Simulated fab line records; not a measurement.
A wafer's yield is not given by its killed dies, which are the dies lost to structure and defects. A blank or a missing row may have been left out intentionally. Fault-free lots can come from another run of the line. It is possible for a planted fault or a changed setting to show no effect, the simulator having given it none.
A sampling plan put to the test ; flow rit-cmos ; 5 faults told of in these records, all on one fab line, each judged by the records of the lots it struck
Plan = the line's own looks (route steps where a gauge or an inspection reads the wafer without altering it). Where struck wafers have a number at a look and the file lists that look's usual mean and standard deviation on fault-free wafers, the look can be judged. Caught: at a look after the fault's first step, the mean of the struck wafers lies 4 or more of those standard deviations (sigma) from the usual mean. On the tool: here the same test is run on the tool's own readings at the fault's steps. It also counts as caught if the struck wafers ran another recipe or if their record alone is blank.

THE FAULTS, as the simulator had put them in
1. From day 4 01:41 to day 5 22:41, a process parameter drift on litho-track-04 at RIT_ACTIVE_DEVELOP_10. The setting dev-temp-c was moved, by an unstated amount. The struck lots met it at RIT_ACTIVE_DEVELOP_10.
2. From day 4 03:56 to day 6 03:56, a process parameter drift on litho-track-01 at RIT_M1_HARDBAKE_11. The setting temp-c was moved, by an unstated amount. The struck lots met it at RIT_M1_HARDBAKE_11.
3. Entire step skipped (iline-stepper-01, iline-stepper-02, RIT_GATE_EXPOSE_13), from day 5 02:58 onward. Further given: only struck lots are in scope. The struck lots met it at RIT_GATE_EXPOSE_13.
4. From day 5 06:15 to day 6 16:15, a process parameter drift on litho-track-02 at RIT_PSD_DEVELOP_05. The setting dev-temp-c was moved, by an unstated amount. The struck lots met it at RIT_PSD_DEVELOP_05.
5. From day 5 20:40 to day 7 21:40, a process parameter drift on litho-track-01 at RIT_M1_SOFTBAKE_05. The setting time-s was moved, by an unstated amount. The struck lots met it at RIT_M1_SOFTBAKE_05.

WHAT THE PLAN SAW
fault;on the tool itself;first look that catches it;reading, sigma;median hours from its first step to that look;hours from the fault's start to the first struck lot there;judged looks passed uncaught
1;developer-temp-C +20 sigma;not the one look that can be judged after it;strongest: cd-nm at RIT_ACTIVE_CD_MEAS_11, +3.3;-;-;1
2;heater-power-total-W +23 sigma;no look after it can be judged;-;-;-;0
3;no reading that can be judged;no look after it can be judged;-;-;-;0
4;developer-temp-C -8.6 sigma;no look after it can be judged;-;-;-;0
5;run-length-s -24 sigma;no look after it can be judged;-;-;-;0
A dash: the fault isn't caught, or these records don't give the number.

Caught at a look: 0 of 5. Caught on the tool: 4 of 5. By one or the other: 4 of 5.
Faults 1, 2, 4, 5 were caught on the tool alone.
Caught by neither: fault 3.
